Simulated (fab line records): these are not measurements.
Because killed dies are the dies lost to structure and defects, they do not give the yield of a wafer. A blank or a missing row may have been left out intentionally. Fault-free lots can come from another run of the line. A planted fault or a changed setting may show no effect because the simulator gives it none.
A lot that was struck, set against a sound lot || flow rit-cmos || 15 steps out of a route of 202
Sound: the wafers L161.2, L161.4, L161.6. Struck: wafer L168.3. (L168.4, L168.6 of the same lot were not struck and are left out.) The cause comes at the end.
For every step that has rows: the tool of each side, followed by ch and its chambers, followed by its first start. Under that, the readings that differ: sound wafers || struck wafers || difference of the means || sigmas: that difference in standard deviations of wafers without a fault.
alike: same words and numbers on both sides, and readings whose means sit less than 2 such deviations apart. not compared: any withheld reading, any reading some wafer has no value for, any bound like >300 that may hide the same value, and any number with overlapping values for which the record gives no deviation.
The two part at a step that has a row with sigmas, a row that says differs or no value, or rows on one side only. When numbers do not overlap yet have no deviation, they are printed without sigmas and do not part them. A reading that every wafer of one side lacks parts them only if that side has two wafers or more.

RIT_GATE_THK_MEAS_07:
  sound: film-metro-02 at day 4 10:51; struck: film-metro-02 at day 5 18:56
  alike: GATE_OXIDE_THK
then, 1 step without rows for these wafers: RIT_GATE_CVD_08 (deposits poly-Si from SiH4, target thk 250 nm, time 2220 s).
RIT_GATE_THK_MEAS_09:
  sound: film-metro-02 at day 4 12:32; struck: film-metro-02 at day 5 20:37
  alike: GATE_POLY_THK
then, 6 steps without rows for these wafers: RIT_GATE_HMDS_10 (prime time 60 s); RIT_GATE_COAT_11 (resist thk 850 nm); RIT_GATE_SOFTBAKE_12 (time 60 s); RIT_GATE_EXPOSE_13 (exposes mask M6, target cd 150 nm); RIT_GATE_PEB_14; RIT_GATE_DEVELOP_15 (develop time 50 s).
RIT_GATE_CD_MEAS_16 targets a cd of 150 nm.
  sound: cd-sem-01 at day 4 13:34; struck: cd-sem-02 at day 5 21:53
  alike: cd-nm
RIT_GATE_OVL_MEAS_17:
  sound: overlay-02 at day 4 13:41; struck: overlay-02 at day 5 21:59
  alike: GATE_OVL
then, 1 step without rows for these wafers: RIT_GATE_HARDBAKE_18 (time 60 s).
RIT_GATE_ETCH_19: etches poly-Si in SF6/CHF3/O2, stops on SiO2, time 165 s, target depth 312.5 nm.
  sound on rie-si-02 ch 0,2, day 4 13:52; struck on rie-si-01 ch 2, day 5 22:10
{"reading": "oes-product-au (a.u.)", "sound": "0.832 0.850 0.857", "struck": 0.794, "difference": -0.052, "sigmas": -4}
{"reading": "model.NOVOLAK_of_GATE_COAT_11.thk-nm (nm)", "sound": "671 670.3 669", "struck": 693.3, "difference": "+23.2", "sigmas": ""}
{"reading": "model.GATE.feature-depth-nm (nm)", "sound": "248.3 249.4 248.9", "struck": 227.4, "difference": -21.5, "sigmas": ""}
{"reading": "model.etch.depth-nm (nm)", "sound": "248.3 249.4 248.9", "struck": 227.4, "difference": -21.5, "sigmas": ""}
  alike: SF6_flow_sccm, drypump-motor-current-A, throttle-valve-pct
  not compared: rf-hours-counter-h
RIT_GATE_STRIP_20: strips in O2, time 180 s.
  sound on plasma-asher-03 ch 0, day 4 13:58; struck on plasma-asher-02 ch 0, day 5 22:20
  alike: drypump-motor-current-A, o2-flow-sccm
  not compared: rf-hours-counter-h
RIT_M1_PROBE_99:
  sound: prober-02 at day 5 11:01; struck: prober-01 at day 6 19:22
{"reading": "killed-at-front-end", "sound": "5 6 7", "struck": 264, "difference": "+258", "sigmas": "+89"}
{"reading": "killed-dies", "sound": "5 6 7", "struck": 264, "difference": "+258", "sigmas": "+89"}
{"reading": "killed-on-rim", "sound": "3 3 1", "struck": 70, "difference": "+68", "sigmas": "+48"}
  alike: killed-at-contacts, killed-open, killed-short

## WHERE THEY PART
Last at RIT_M1_PROBE_99 as far as this record goes, first at RIT_GATE_ETCH_19.

WHY: what had been put in by the simulator
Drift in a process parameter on rie-si-01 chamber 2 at RIT_GATE_ETCH_19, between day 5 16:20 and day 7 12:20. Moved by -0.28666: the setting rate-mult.
